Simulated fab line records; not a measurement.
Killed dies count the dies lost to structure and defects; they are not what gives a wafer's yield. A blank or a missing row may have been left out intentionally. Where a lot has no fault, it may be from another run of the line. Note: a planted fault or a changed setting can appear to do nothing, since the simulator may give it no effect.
A struck lot beside a sound one + flow berkeley_cmos170 + 29 steps out of a route of 331
Sound: the wafers L577.1, L577.3, L577.4. Wafers L594.2, L594.3, L594.5 were the ones struck. Last of all comes the cause.
For every step that has rows: the tool of each side, followed by ch and its chambers, followed by its first start. Under that, the readings that differ: sound wafers + struck wafers + difference of the means + sigmas: that difference in standard deviations of wafers without a fault.
alike: same words and numbers on both sides, and readings whose means sit less than 2 such deviations apart. not compared: any withheld reading, any reading some wafer has no value for, any bound like >300 that may hide the same value, and any number with overlapping values for which the record gives no deviation.
Wherever a step has rows on one side only, a row that says differs or no value, or a row with sigmas, the two part there. Numbers that don't overlap but have no deviation are shown without sigmas and don't part them. A reading missing from all wafers of one side parts the sides only when that side holds two or more wafers.

first, 6 steps without rows for these wafers: UCB170_ZERO_HMDS_00 (prime time 60 s); UCB170_ZERO_COAT_01 (resist thk 900 nm); UCB170_ZERO_SOFTBAKE_02 (time 60 s); UCB170_ZERO_EXPOSE_03 (exposes mask PM MARKS, target cd 4000 nm); UCB170_ZERO_PEB_04; UCB170_ZERO_DEVELOP_05 (develop time 45 s).
UCB170_ZERO_ETCH_06: etches SiO2 in CHF3/CF4/Ar, time 12 s.
  sound on rie_diel-01 ch 1,2,3, day 2 04:19; struck on rie_diel-03 ch 1,2,3, day 5 13:53
  alike: CHF3_flow_sccm, drypump_motor_current_A, oes_product_au, throttle_valve_pct
  not compared: rf_hours_counter_h
UCB170_ZERO_STRIP_07: strips in O2.
  sound on plasma_asher-02 ch 0,1, day 2 04:20; struck on plasma_asher-03 ch 0,1, day 5 13:55
| reading                      | sound             | struck            | difference | sigmas |
|------------------------------|-------------------|-------------------|------------|--------|
| strip_time_to_endpoint_s (s) | 21.71 21.63 21.57 | 21.41 21.48 21.40 | -0.21      | -3     |
  alike: drypump_motor_current_A, oes_product_au
  not compared: rf_hours_counter_h
then, 2 steps without rows for these wafers: UCB170_NWELL_WET_ETCH_00 (etches SiO2 in dHF, time 200 s); UCB170_NWELL_OXIDATION_01 (target thk 26.4 nm, ox time 1260 s).
UCB170_NWELL_THK_MEAS_02:
  sound on film_metro-02 at day 2 10:05; struck on film_metro-02 at day 5 19:28
| reading              | sound          | struck         | difference | sigmas |
|----------------------|----------------|----------------|------------|--------|
| NWELL_OXIDE_THK (nm) | 26.9 27.3 27.3 | 25.9 26.0 25.6 | -1.3       | -3     |
then, 1 step without rows for these wafers: UCB170_NWELL_ANNEAL_03 (time 900 s).
UCB170_NWELL_CVD_04: deposits Si3N4 from SiH2Cl2/NH3, target thk 224 nm, time 3360 s.
  sound on lpcvd-01 ch 1, day 2 15:11; struck on lpcvd-02 ch 0, day 6 00:46
| reading                                 | sound             | struck            | difference | sigmas |
|-----------------------------------------|-------------------|-------------------|------------|--------|
| sih2cl2_flow_sccm (sccm)                | 25.06 25.23 25.07 | 24.91 24.95 24.92 | -0.19      | -3     |
| zone_power_load_pct (%)                 | 16 16 16          | 25 25 24          | +9         | +3     |
| model.Si3N4_of_NWELL_CVD_04.thk_nm (nm) | 227.6 224.7 225.9 | 91.42 90.86 92.11 | -134.60    |        |
  alike: spike_tc_centre_C, zone_power_centre_pct
UCB170_NWELL_THK_MEAS_05:
  sound on film_metro-02 at day 2 17:07; struck on film_metro-04 at day 6 02:43
| reading                | sound             | struck         | difference | sigmas |
|------------------------|-------------------|----------------|------------|--------|
| NWELL_NITRIDE_THK (nm) | 227.5 224.6 225.9 | 91.5 90.9 92.1 | -134.5     | -58    |
then, 6 steps without rows for these wafers: UCB170_NWELL_HMDS_06 (prime time 60 s); UCB170_NWELL_COAT_07 (resist thk 900 nm); UCB170_NWELL_SOFTBAKE_08 (time 60 s); UCB170_NWELL_EXPOSE_09 (exposes mask NWELL, target cd 3000 nm); UCB170_NWELL_PEB_10; UCB170_NWELL_DEVELOP_11 (develop time 45 s).
UCB170_NWELL_OVL_MEAS_12:
  sound on overlay-02 at day 2 18:03; struck on overlay-02 at day 6 03:40
  alike: NWELL_OVL
UCB170_NWELL_ETCH_13: etches Si3N4 in CH3F/Ar/O2, stops on SiO2, target depth 246.4 nm, time 154 s.
  sound on rie_diel-01 ch 1,2,3, day 2 18:05; struck on rie_diel-01 ch 2,3, day 6 03:42
| reading                  | sound             | struck            | difference | sigmas |
|--------------------------|-------------------|-------------------|------------|--------|
| oes_product_au (a.u.)    | 0.956 0.932 0.944 | 0.608 0.606 0.616 | -0.334     | -26    |
| model.etch.depth_nm (nm) | 227.6 224.7 225.9 | 91.42 90.86 92.11 | -134.60    |        |
  alike: drypump_motor_current_A, throttle_valve_pct
  not compared: rf_hours_counter_h
following that, these wafers have no rows for 1 step: UCB170_NWELL_IMPLANT_14.
UCB170_NWELL_STRIP_15: strips in O2.
  sound on plasma_asher-02 ch 0,1, day 2 18:20; struck on plasma_asher-01 ch 0,1, day 6 03:57
  alike: drypump_motor_current_A, oes_product_au, strip_time_to_endpoint_s
  not compared: rf_hours_counter_h
UCB170_NWELL_TW_MEAS_16:
  sound on film_metro-01 at day 2 18:26; struck on film_metro-02 at day 6 04:04
  alike: NWELL_TW
then, 1 step without rows for these wafers: UCB170_NWELL_CLEAN_17 (cleans in SPM, time 600 s).
UCB170_NWELL_WET_ETCH_18: etches Si3N4 in H3PO4, time 14400 s.
  sound on wet_bench-01 ch 3, day 2 18:40; struck on wet_bench-01 ch 0, day 6 04:17
  not compared: model.SiO2_of_NWELL_OXIDATION_01.thk_nm
then, 1 step without rows for these wafers: UCB170_NWELL_WET_ETCH_19 (etches SiO2 in BOE, time 22 s).
-- the record jumps here: 5 days lie between the struck wafers' starts before and after (it left off in module NWELL and takes up again in module M3, whose first step shown is number 331 of the route) --
UCB170_M3_PROBE_99:
  only the struck wafers here have rows in the record (prober-01, day 11 12:17); the sound ones have none

WHERE THEY PART
Earliest at UCB170_ZERO_STRIP_07; latest, in this record, at UCB170_M3_PROBE_99.

WHY: whatever the simulator had introduced
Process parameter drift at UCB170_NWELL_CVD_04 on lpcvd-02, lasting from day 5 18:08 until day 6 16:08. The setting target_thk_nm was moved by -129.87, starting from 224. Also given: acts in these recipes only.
